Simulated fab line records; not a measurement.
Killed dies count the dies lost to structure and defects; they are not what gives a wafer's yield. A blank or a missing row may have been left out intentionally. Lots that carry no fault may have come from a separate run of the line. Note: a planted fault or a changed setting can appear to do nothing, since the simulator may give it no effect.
Which tool was responsible? -- flow berkeley_cmos170 -- route of 331 steps, sampled at 1 step: 14 lots, 42 wafers

== WHAT EACH GAUGE READ, for each wafer ==
UCB170_SDANNEAL_RS_MEAS_03: a four-point-probe measurement. Usual: NSD_RS 37.28 ohm/sq, standard deviation 0.095.
lot,measured,on,NSD_RS (ohm/sq),flag
L837,day 7 02:12,film_metro-01,37.37 37.31 37.43,
L838,day 7 04:13,film_metro-04,37.26 37.19 37.15,
L839,day 7 11:55,film_metro-01,37.31 37.33 37.29,
L842,day 7 12:02,film_metro-02,37.10 37.16 37.21,
L841,day 7 12:29,film_metro-01,37.26 37.25 37.29,
L840,day 7 12:41,film_metro-02,37.29 37.36 37.36,
L848,day 8 20:36,film_metro-02,37.30 37.29 37.32,
L851,day 9 19:56,film_metro-02,37.35 37.37 37.34,
L855,day 10 12:04,film_metro-02,37.38 37.37 37.37,
L856,day 10 12:08,film_metro-04,37.12 37.25 37.25,
L857,day 11 05:08,film_metro-04,37.22 37.24 37.08,
L859,day 11 09:46,film_metro-04,37.14 37.19 37.24,
L858,day 11 09:55,film_metro-01,37.36 37.39 37.26,
L860,day 11 10:16,film_metro-04,37.19 37.22 37.14,

== WHICH TOOL RAN EACH LOT (tool, then ch and the chambers of the sampled wafers, then the start) ==
There is no process step in the record ahead of these readings.

== WHAT THE TOOLS THEMSELVES READ (means of the sampled wafers that have a number; where no wafer has one, the mark that the record gives instead) ==
The record holds no such reading with a usual standard deviation.

== THE ANSWER, worked out from the rows above alone ==
Rule: a lot is off if the mean of its wafers that have a number lies more than 3 standard deviations from the usual mean. A lot without any number at a reading at which 4 lots or more have one is off too. Any other lot the step has rows for is counted as sound. First the gauges in route order, then the tools' own readings, where a lot's mean is used as printed above. The first step at which some lot is off is used, and at that step the reading that is off furthest; a lot without a number counts as furthest.
Nothing can be told from this: no lot is off at any reading shown.

== WHAT THE SIMULATOR PUT IN ==
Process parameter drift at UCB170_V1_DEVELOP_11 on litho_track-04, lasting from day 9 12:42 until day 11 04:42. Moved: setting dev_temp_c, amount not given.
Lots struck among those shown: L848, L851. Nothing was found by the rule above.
